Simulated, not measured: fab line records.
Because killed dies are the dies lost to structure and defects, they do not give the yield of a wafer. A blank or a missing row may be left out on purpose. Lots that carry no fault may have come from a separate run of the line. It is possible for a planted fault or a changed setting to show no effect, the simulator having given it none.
Which tool did it?    flow berkeley_cmos170    Sampling: 7 lots, 21 wafers, 2 of 331 route steps

## WHAT EACH GAUGE READ, for each wafer
UCB170_NSD_CD_MEAS_06 targets a cd of 1200 nm.
lot   measured      on         cd_nm (nm)
L377  day 8 09:17   cd_sem-01  1198.9 1200.7 1200.4
L380  day 9 00:55   cd_sem-02  1199.2 1199.4 1199.3
L385  day 9 23:08   cd_sem-01  1199.9 1199.4 1201.0
L388  day 9 23:29   cd_sem-01  1199.2 1199.0 1199.5
L390  day 10 21:02  cd_sem-02  1205.1 1205.4 1204.1
L392  day 10 21:09  cd_sem-02  1200.3 1200.0 1198.4
L399  day 12 13:01  cd_sem-02  1201.1 1200.5 1199.8

## WHAT TOOL EACH LOT RAN ON (gives the tool, then ch and the chambers of the sampled wafers, and finally the start)
lot   UCB170_NSD_PEB_04
L377  litho_track-01 ch 0, day 8 09:00
L380  litho_track-04 ch 0, day 9 00:38
L385  litho_track-01 ch 0, day 9 22:52
L388  litho_track-04 ch 0, day 9 23:12
L390  litho_track-04 ch 0, day 10 20:46
L392  litho_track-01 ch 0, day 10 20:49
L399  litho_track-01 ch 0, day 12 12:44
- UCB170_NSD_PEB_04

## THE ANSWER, worked out from the rows above alone
Rule: what is usual is taken from the lots themselves. Put in order of their means at a reading, lots are off if they are a third of the lots or fewer, leave a main group of 4 or more, and stand apart from it by a gap of 3 or more times the standard deviation of the main group's means; of several such gaps the widest counts. If all means in a main group match to the digits the tables above print for the reading, that group is not used. Also off: a lot with no number at a reading for which 4 or more lots have one. Any other lot the step has rows for is counted as sound.
Off: L390 (UCB170_NSD_CD_MEAS_06, cd_nm). For the main group the mean is 1199.8 nm and the standard deviation 0.45.
A tool fits if, at a process step before that reading, it ran every lot that is off, and no sound lot after the first of them. Those tools and the gauges at UCB170_NSD_CD_MEAS_06 are tried in the same way. One fits: litho_track-04 at UCB170_NSD_PEB_04. A fault onset in the window from L388 (day 9 23:12, its last sound lot) to L390 (day 10 20:46, its first lot off) fits.

## WHAT HAD BEEN PUT IN BY THE SIMULATOR
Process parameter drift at UCB170_NSD_PEB_04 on litho_track-04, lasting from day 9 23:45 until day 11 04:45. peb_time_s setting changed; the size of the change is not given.
Struck lots among those shown: L390. The same result came from the rule above.
